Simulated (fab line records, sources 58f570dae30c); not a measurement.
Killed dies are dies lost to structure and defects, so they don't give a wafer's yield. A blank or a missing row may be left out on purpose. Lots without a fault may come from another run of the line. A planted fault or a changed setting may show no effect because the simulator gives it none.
Which tool did it? | flow berkeley_cmos170 | 14 lots, 42 wafers sampled, at 3 steps of a route of 331

WHAT THE GAUGES READ, wafer by wafer
UCB170_NSD_TW_MEAS_10. Usual: NSD_TW 4213, standard deviation 26.
lot  | measured     | on            | NSD_TW         | flag
L765 | day 7 08:39  | film_metro-04 | 4164 4164 4155 |
L763 | day 7 08:46  | film_metro-02 | 4249 4247 4234 |
L770 | day 8 09:52  | film_metro-01 | 4206 4214 4217 |
L769 | day 8 10:29  | film_metro-01 | 4223 4212 4190 |
L771 | day 8 15:33  | film_metro-01 | 4239 4185 4203 |
L772 | day 8 15:52  | film_metro-02 | 4265 4244 4253 |
L774 | day 9 10:03  | film_metro-02 | 4222 4233 4214 |
L776 | day 9 14:43  | film_metro-01 | 4206 4218 4208 |
L777 | day 10 05:09 | film_metro-02 | 4191 4212 4200 |
L778 | day 10 06:03 | film_metro-04 | 4167 4198 4208 |
L781 | day 10 15:40 | film_metro-01 | 4194 4212 4198 |
L784 | day 11 06:50 | film_metro-01 | 4229 4193 4198 |
L783 | day 11 06:38 | film_metro-02 | 4245 4232 4208 |
L782 | day 11 06:46 | film_metro-02 | 4240 4235 4237 |

UCB170_SILICIDE_RS_MEAS_02: measures by four-point-probe. Usual: SILICIDE_TI_RS 26.1 ohm/sq, standard deviation 0.37.
lot  | measured     | on            | SILICIDE_TI_RS (ohm/sq) | flag
L765 | day 7 12:04  | film_metro-04 | 26.0 25.9 25.6          |
L763 | day 7 11:54  | film_metro-03 | 25.8 25.6 25.5          |
L770 | day 8 11:44  | film_metro-04 | 26.6 26.1 26.6          |
L769 | day 8 12:15  | film_metro-01 | 26.2 26.2 26.6          |
L771 | day 8 17:22  | film_metro-03 | 26.0 25.9 26.4          |
L772 | day 8 17:44  | film_metro-01 | 26.1 25.8 25.6          |
L774 | day 9 11:48  | film_metro-03 | 25.7 25.9 25.6          |
L776 | day 9 17:35  | film_metro-03 | 25.8 25.5 25.6          |
L777 | day 10 07:11 | film_metro-04 | 27.2 26.6 26.8          |
L778 | day 10 07:43 | film_metro-04 | 25.9 25.8 25.9          |
L781 | day 10 17:20 | film_metro-01 | 26.3 26.2 26.3          |
L784 | day 11 08:58 | film_metro-01 | 26.5 25.8 26.4          |
L783 | day 11 08:37 | film_metro-03 | 25.7 25.8 25.7          |
L782 | day 11 08:59 | film_metro-03 | 26.0 25.6 25.8          |

WHICH TOOL RAN EACH LOT (tool, then ch and the chambers of the sampled wafers, then the start)
lot  | UCB170_PSD_EXPOSE_03
L765 | krf_scanner-01 ch 0, day 7 03:49
L763 | krf_scanner-01 ch 0, day 7 04:33
L770 | krf_scanner-02 ch 0, day 8 07:05
L769 | krf_scanner-01 ch 0, day 8 07:23
L771 | krf_scanner-02 ch 0, day 8 12:35
L772 | krf_scanner-01 ch 0, day 8 12:55
L774 | krf_scanner-01 ch 0, day 9 07:31
L776 | krf_scanner-01 ch 0, day 9 11:43
L777 | krf_scanner-01, day 10 00:56
L778 | krf_scanner-01, day 10 01:07
L781 | krf_scanner-01 ch 0, day 10 13:10
L784 | krf_scanner-01 ch 0, day 11 00:58
L783 | krf_scanner-02 ch 0, day 11 01:12
L782 | krf_scanner-01 ch 0, day 11 01:29
- UCB170_PSD_EXPOSE_03: exposes mask PSELECT MOD, target cd 1200 nm.

WHAT THE TOOLS THEMSELVES READ (means of the sampled wafers that have a number; where no wafer has one, the mark that the record gives instead)
UCB170_PSD_EXPOSE_03. Usual: exposure_dose_mJ_cm2 29.999, standard deviation 0.03; focus_offset_nm 0.0 nm, standard deviation 0.52.
lot  | tool           | exposure_dose_mJ_cm2 | focus_offset_nm (nm) | flag
L765 | krf_scanner-01 | 30.013               | 0.7                  |
L763 | krf_scanner-01 | 29.998               | 0.3                  |
L770 | krf_scanner-02 | 30.004               | -0.8                 |
L769 | krf_scanner-01 | 30.046               | -0.5                 |
L771 | krf_scanner-02 | 29.966               | -0.1                 |
L772 | krf_scanner-01 | 29.945               | -0.4                 |
L774 | krf_scanner-01 | 30.005               | 0.1                  |
L776 | krf_scanner-01 | 30.010               | -0.2                 |
L777 | krf_scanner-01 | -                    | -                    | OFF
L778 | krf_scanner-01 | -                    | -                    | OFF
L781 | krf_scanner-01 | 30.010               | 0.2                  |
L784 | krf_scanner-01 | 30.018               | 0.0                  |
L783 | krf_scanner-02 | 29.974               | -0.2                 |
L782 | krf_scanner-01 | 30.031               | 0.3                  |

THE ANSWER, worked out from the rows above alone
Rule: a lot is off if the mean of its wafers that have a number lies more than 3 standard deviations from the usual mean. A lot without any number at a reading at which 4 lots or more have one is off too. The other lots that the step has rows for count as sound. The gauges are gone through in route order, then the tools' own readings, and for those a lot's mean is taken as printed above. The first step at which some lot is off is used, and at that step the reading that is off furthest; a lot without a number counts as furthest.
Off: L777, L778, at UCB170_PSD_EXPOSE_03 (exposure_dose_mJ_cm2). Without a number there: L777, L778.
A tool fits if, at that step or a process step before it, it ran every lot that is off, and no sound lot after the first of them. None of those tried fits.

WHAT THE SIMULATOR HAD PUT IN
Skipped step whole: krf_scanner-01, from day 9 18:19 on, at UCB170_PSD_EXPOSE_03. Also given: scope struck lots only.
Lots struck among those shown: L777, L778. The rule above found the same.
